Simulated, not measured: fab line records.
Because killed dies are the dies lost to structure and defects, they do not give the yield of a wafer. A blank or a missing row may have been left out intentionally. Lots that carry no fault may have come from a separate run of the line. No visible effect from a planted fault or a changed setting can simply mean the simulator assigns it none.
A single fault, viewed from 2 desks / flow berkeleyCmos170 / every desk sees just its own numbers, and what lay behind them comes last

## THE TOOL OWNER'S DESK: plasmaAsher-04
The tool's own readings at UCB170_V2_STRIP_15 (strips in O2): means of the sampled wafers that have a number, for each lot that ran on this tool. A lot is out of limits, marked OUT, if its mean lies more than 4 standard deviations from the usual mean; the brackets give that distance.
Columns: A = drypumpMotorCurrentA at UCB170_V2_STRIP_15, usual 5.81 A; B = oesProductAu at UCB170_V2_STRIP_15, usual 0.721 a.u.; C = stripTimeToEndpointS at UCB170_V2_STRIP_15, usual 15.39 s
lot=L816; first seen here=day 7 20:21; A=5.94; B=0.721; C=15.23
lot=L817; first seen here=day 7 21:02; A=5.96; B=0.721; C=15.37
lot=L821; first seen here=day 8 13:27; A=6.00; B=0.721; C=15.37
lot=L822; first seen here=day 8 23:23; A=6.02; B=0.718; C=15.44
lot=L825; first seen here=day 9 17:57; A=6.01; B=0.726; C=15.39
lot=L828; first seen here=day 9 21:10; A=6.01; B=0.722; C=15.18
lot=L832; first seen here=day 10 19:21; A=6.08; B=0.722; C=15.48
Result from this desk: across the 7 lots, nothing is out of limits.

## THE METROLOGY DESK
What the gauges read, lot by lot, whatever tool the lot ran on: means of the sampled wafers that have a number. A lot is out of limits, marked OUT, if its mean lies more than 4 standard deviations from the usual mean; the brackets give that distance.
Columns: A = cdNm at UCB170_CONTACT_CD_MEAS_15, usual 699.5 nm
lot=L816; first seen here=day 7 06:08; A=698.4
lot=L818; first seen here=day 7 06:56; A=698.7
lot=L817; first seen here=day 7 07:04; A=698.1
lot=L819; first seen here=day 7 10:59; A=699.0
lot=L821; first seen here=day 7 19:28; A=700.3
lot=L820; first seen here=day 7 19:43; A=697.8
lot=L822; first seen here=day 8 06:12; A=702.5
lot=L823; first seen here=day 8 06:34; A=698.0
lot=L824; first seen here=day 9 01:08; A=700.1
lot=L825; first seen here=day 9 01:15; A=703.8
lot=L827; first seen here=day 9 06:23; A=698.0
lot=L828; first seen here=day 9 06:31; A=699.8
lot=L832; first seen here=day 10 00:41; A=698.4
lot=L839; first seen here=day 11 12:49; A=699.0
Result from this desk: across the 14 lots, nothing is out of limits.

## BROUGHT TOGETHER
The desk of the tool owner found nothing out of limits.
The metrology desk saw nothing out of limits.

## WHAT WAS PUT IN BY THE SIMULATOR
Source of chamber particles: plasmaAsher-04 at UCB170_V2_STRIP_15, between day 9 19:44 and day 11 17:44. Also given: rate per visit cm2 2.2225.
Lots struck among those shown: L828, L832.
